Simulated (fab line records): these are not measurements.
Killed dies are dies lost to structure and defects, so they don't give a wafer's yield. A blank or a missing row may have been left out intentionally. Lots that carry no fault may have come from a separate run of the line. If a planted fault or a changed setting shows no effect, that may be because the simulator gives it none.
Which tool is to blame? + flow ritCmos + 14 lots, 42 wafers sampled, at 3 steps of a route of 202

== WHAT THE GAUGES READ, wafer by wafer ==
RIT_SDANNEAL_RS_MEAS_04: a four-point-probe measurement. Usual: PSD_RS gives 115.89 ohm/sq (standard deviation 0.28).
| lot  | measured    | on           | PSD_RS (ohm/sq)      | flag |
|------|-------------|--------------|----------------------|------|
| L758 | day 3 13:52 | filmMetro-01 | 115.70 116.38 115.78 |      |
| L761 | day 4 09:29 | filmMetro-01 | 115.54 115.46 115.47 |      |
| L762 | day 4 15:17 | filmMetro-02 | 115.99 116.24 115.64 |      |
| L763 | day 4 15:25 | filmMetro-01 | 113.09 112.96 113.14 | OFF  |
| L764 | day 4 18:42 | filmMetro-03 | 115.83 115.92 115.62 |      |
| L765 | day 5 04:40 | filmMetro-02 | 112.81 113.00 112.97 | OFF  |
| L770 | day 6 00:31 | filmMetro-03 | 115.93 116.12 116.24 |      |
| L772 | day 6 09:08 | filmMetro-02 | 115.72 115.37 115.75 |      |
| L774 | day 6 21:10 | filmMetro-01 | 115.95 115.66 115.92 |      |
| L776 | day 7 07:47 | filmMetro-01 | 115.99 115.78 116.03 |      |
| L777 | day 7 13:19 | filmMetro-03 | 115.97 116.11 116.07 |      |
| L778 | day 7 22:44 | filmMetro-02 | 116.03 115.59 116.14 |      |
| L779 | day 8 02:42 | filmMetro-02 | 115.77 115.54 115.61 |      |
| L780 | day 8 06:16 | filmMetro-03 | 115.60 115.43 115.71 |      |

RIT_SDANNEAL_RS_MEAS_06: a four-point-probe measurement. Usual: PLDD_RS gives 178.6 ohm/sq (standard deviation 0.46).
| lot  | measured    | on           | PLDD_RS (ohm/sq)  | flag |
|------|-------------|--------------|-------------------|------|
| L758 | day 3 14:07 | filmMetro-01 | 178.4 178.5 178.4 |      |
| L761 | day 4 09:43 | filmMetro-01 | 178.3 178.6 177.8 |      |
| L762 | day 4 15:31 | filmMetro-02 | 179.3 178.8 178.8 |      |
| L763 | day 4 15:39 | filmMetro-01 | 175.7 174.9 175.6 | OFF  |
| L764 | day 4 18:56 | filmMetro-03 | 178.2 178.3 178.4 |      |
| L765 | day 5 04:55 | filmMetro-02 | 175.6 176.0 175.8 | OFF  |
| L770 | day 6 00:46 | filmMetro-03 | 178.8 178.6 178.7 |      |
| L772 | day 6 09:23 | filmMetro-02 | 178.6 178.5 178.8 |      |
| L774 | day 6 21:24 | filmMetro-01 | 178.9 178.6 178.9 |      |
| L776 | day 7 08:02 | filmMetro-01 | 178.2 178.3 178.2 |      |
| L777 | day 7 13:34 | filmMetro-03 | 178.8 179.3 179.1 |      |
| L778 | day 7 22:58 | filmMetro-02 | 178.9 178.7 179.0 |      |
| L779 | day 8 02:56 | filmMetro-02 | 178.4 178.3 178.0 |      |
| L780 | day 8 06:30 | filmMetro-03 | 178.2 178.1 177.6 |      |

== WHAT TOOL EACH LOT RAN ON (gives the tool, then ch and the chambers of the sampled wafers, and finally the start) ==
| lot  | RIT_SDANNEAL_RTA_03            |
|------|--------------------------------|
| L758 | rtpAnneal-01 ch 0, day 3 13:48 |
| L761 | rtpAnneal-02 ch 0, day 4 09:26 |
| L762 | rtpAnneal-01 ch 0, day 4 15:13 |
| L763 | rtpAnneal-02 ch 0, day 4 15:20 |
| L764 | rtpAnneal-01 ch 0, day 4 18:38 |
| L765 | rtpAnneal-02 ch 0, day 5 04:35 |
| L770 | rtpAnneal-01 ch 0, day 6 00:27 |
| L772 | rtpAnneal-01 ch 0, day 6 09:05 |
| L774 | rtpAnneal-01 ch 0, day 6 21:05 |
| L776 | rtpAnneal-01 ch 0, day 7 07:44 |
| L777 | rtpAnneal-02 ch 0, day 7 13:16 |
| L778 | rtpAnneal-01 ch 0, day 7 22:40 |
| L779 | rtpAnneal-02 ch 0, day 8 02:38 |
| L780 | rtpAnneal-01 ch 0, day 8 06:12 |
- RIT_SDANNEAL_RTA_03: time 5 s.

== WHAT THE TOOLS THEMSELVES READ (means of the sampled wafers that have a number; where no wafer has one, the mark that the record gives instead) ==
RIT_SDANNEAL_RTA_03. Usual: wafer_temp_C_max at 1053.5, with a standard deviation of 1.3.
| lot  | tool         | wafer_temp_C_max | flag |
|------|--------------|------------------|------|
| L758 | rtpAnneal-01 | 1053.6           |      |
| L761 | rtpAnneal-02 | 1053.0           |      |
| L762 | rtpAnneal-01 | 1053.4           |      |
| L763 | rtpAnneal-02 | 1054.0           |      |
| L764 | rtpAnneal-01 | 1053.5           |      |
| L765 | rtpAnneal-02 | 1053.5           |      |
| L770 | rtpAnneal-01 | 1053.6           |      |
| L772 | rtpAnneal-01 | 1053.3           |      |
| L774 | rtpAnneal-01 | 1053.9           |      |
| L776 | rtpAnneal-01 | 1053.8           |      |
| L777 | rtpAnneal-02 | 1055.3           |      |
| L778 | rtpAnneal-01 | 1053.7           |      |
| L779 | rtpAnneal-02 | 1053.5           |      |
| L780 | rtpAnneal-01 | 1053.2           |      |

== THE ANSWER, worked out from the rows above alone ==
Rule: a lot counts as off when the mean over its wafers that have a number is more than 3 standard deviations away from the usual mean. Also off: a lot with no number at a reading for which 4 or more lots have one. All remaining lots with rows at the step are treated as sound. After the gauges, taken in route order, come the tools' own readings; for these a lot's mean is taken, as printed above. At the first step where some lot is off, the reading lying furthest off is the one used; lots without a number count as furthest.
Off: at RIT_SDANNEAL_RS_MEAS_04 (PSD_RS), L763, L765.
A tool fits if, at a process step before that reading, it ran every lot that is off, and no sound lot after the first of them. Those tools and the gauges at RIT_SDANNEAL_RS_MEAS_04 are tried in the same way. Of those tried, none fits.

== WHAT THE SIMULATOR HAD INSERTED ==
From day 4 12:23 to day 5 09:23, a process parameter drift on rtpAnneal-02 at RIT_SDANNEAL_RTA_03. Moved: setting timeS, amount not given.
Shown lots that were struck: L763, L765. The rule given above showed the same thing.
